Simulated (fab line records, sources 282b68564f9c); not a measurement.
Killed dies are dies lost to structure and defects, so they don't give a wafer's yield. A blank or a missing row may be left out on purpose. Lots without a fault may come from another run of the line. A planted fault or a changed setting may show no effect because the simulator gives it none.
A struck lot beside a sound one | flow rit_cmos | 18 steps out of a route of 202
Sound: wafers L241.2, L241.4, L241.6. Struck: wafers L249.2, L249.3, L249.4. The cause comes at the end.
At each step with rows: each side's tool, then ch and its chambers, then its first start. Under that, the readings that differ: sound wafers | struck wafers | difference of the means | sigmas: that difference in standard deviations of wafers without a fault.
alike: readings whose means differ by less than 2 such deviations, and words and numbers that are the same on both sides. not compared: withheld readings, readings that some wafer has no value for, bounds like >300 that may hide the same value, and numbers for which the record gives no deviation and whose values overlap.
The two part at a step that has a row with sigmas, a row that says differs or no value, or rows on one side only. Numbers that don't overlap but have no deviation are shown without sigmas and don't part them. A reading that every wafer of one side lacks parts them only if that side has two wafers or more.

first, 4 steps without rows for these wafers: RIT_PSD_SOFTBAKE_02 (time 60 s); RIT_PSD_EXPOSE_03 (exposes mask M10, target cd 40900 nm); RIT_PSD_PEB_04; RIT_PSD_DEVELOP_05 (develop time 50 s).
RIT_PSD_OVL_MEAS_06:
  sound on overlay-01, day 3 16:50; struck on overlay-02, day 5 09:43
  alike: PSD_OVL
then, 2 steps without rows for these wafers: RIT_PSD_HARDBAKE_07 (time 60 s); RIT_PSD_IMPLANT_08.
RIT_PSD_STRIP_09: strips in O2, time 180 s.
  sound on plasma_asher-02 ch 0,1, day 3 17:11; struck on plasma_asher-02 ch 0,1, day 5 10:02
  alike: drypump_motor_current_A
  not compared: rf_hours_counter_h
RIT_PSD_TW_MEAS_10:
  sound on film_metro-01, day 3 17:22; struck on film_metro-01, day 5 10:13
  alike: PSD_TW
then, 3 steps without rows for these wafers: RIT_SDANNEAL_CLEAN_00 (cleans in SC1, time 600 s); RIT_SDANNEAL_CLEAN_01 (cleans in dHF, time 30 s); RIT_SDANNEAL_CLEAN_02 (cleans in SC2, time 600 s).
RIT_SDANNEAL_RTA_03: time 5 s.
  sound on rtp_anneal-01 ch 0, day 3 17:49; struck on rtp_anneal-01 ch 0, day 5 10:40
  reading          | sound                | struck               | difference | sigmas
  wafer_temp_C_max | 1054.0 1051.8 1053.4 | 1045.0 1044.8 1045.4 | -8.0       | -7
RIT_SDANNEAL_RS_MEAS_04: measures by four-point-probe.
  sound on film_metro-01, day 3 17:53; struck on film_metro-02, day 5 10:44
  reading         | sound                | struck               | difference | sigmas
  PSD_RS (ohm/sq) | 116.05 116.15 116.15 | 121.68 121.75 121.55 | +5.54      | +21
RIT_SDANNEAL_RS_MEAS_05: measures by four-point-probe.
  sound on film_metro-01, day 3 18:01; struck on film_metro-02, day 5 10:52
  alike: NSD_RS
RIT_SDANNEAL_RS_MEAS_06: measures by four-point-probe.
  sound on film_metro-01, day 3 18:08; struck on film_metro-02, day 5 10:59
  reading          | sound             | struck            | difference | sigmas
  PLDD_RS (ohm/sq) | 178.7 178.5 178.6 | 183.0 183.6 183.5 | +4.8       | +10
RIT_SDANNEAL_RS_MEAS_07: measures by four-point-probe.
  sound on film_metro-01, day 3 18:15; struck on film_metro-02, day 5 11:06
  alike: NLDD_RS
RIT_M1_PROBE_99:
  sound on prober-01, day 4 01:32; struck on prober-01, day 5 19:01
  reading                                 | sound                | struck               | difference | sigmas
  model.etest.contact_nplus.end_ohm_um    | 41.55 41.07 40.41    | 38.81 37.92 38.81    | -2.50      |
  model.etest.vpnp.gain                   | 1.056 1.059 1.054    | 0.9921 0.9842 1.019  | -0.0579    |
  model.etest.diode_pplus_comb.cj_ff_um2  | 1.999 2.001 1.998    | 1.915 1.926 1.934    | -0.074     |
  model.etest.diode_pplus_nwell.cj_ff_um2 | 1.698 1.712 1.697    | 1.627 1.641 1.625    | -0.071     |
  model.etest.cap_p_gate.vfb_v (V)        | 0.9664 0.9615 0.9664 | 0.9565 0.9565 0.9588 | -0.0075    |
  alike: killed_at_contacts, killed_at_front_end, killed_dies, killed_open, killed_short
  not compared: model.etest.pmos_turned.r_on_ohm_um, model.etest.contact_pplus.end_ohm_um

WHERE THEY PART
First at RIT_SDANNEAL_RTA_03; last, within this record, at RIT_SDANNEAL_RS_MEAS_06. Later steps at which nothing parts them and some readings are alike: RIT_SDANNEAL_RS_MEAS_07, RIT_M1_PROBE_99.

WHY: what the simulator had put in
Process parameter drift: rtp_anneal-01, from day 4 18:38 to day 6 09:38, at RIT_SDANNEAL_RTA_03. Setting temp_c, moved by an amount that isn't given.
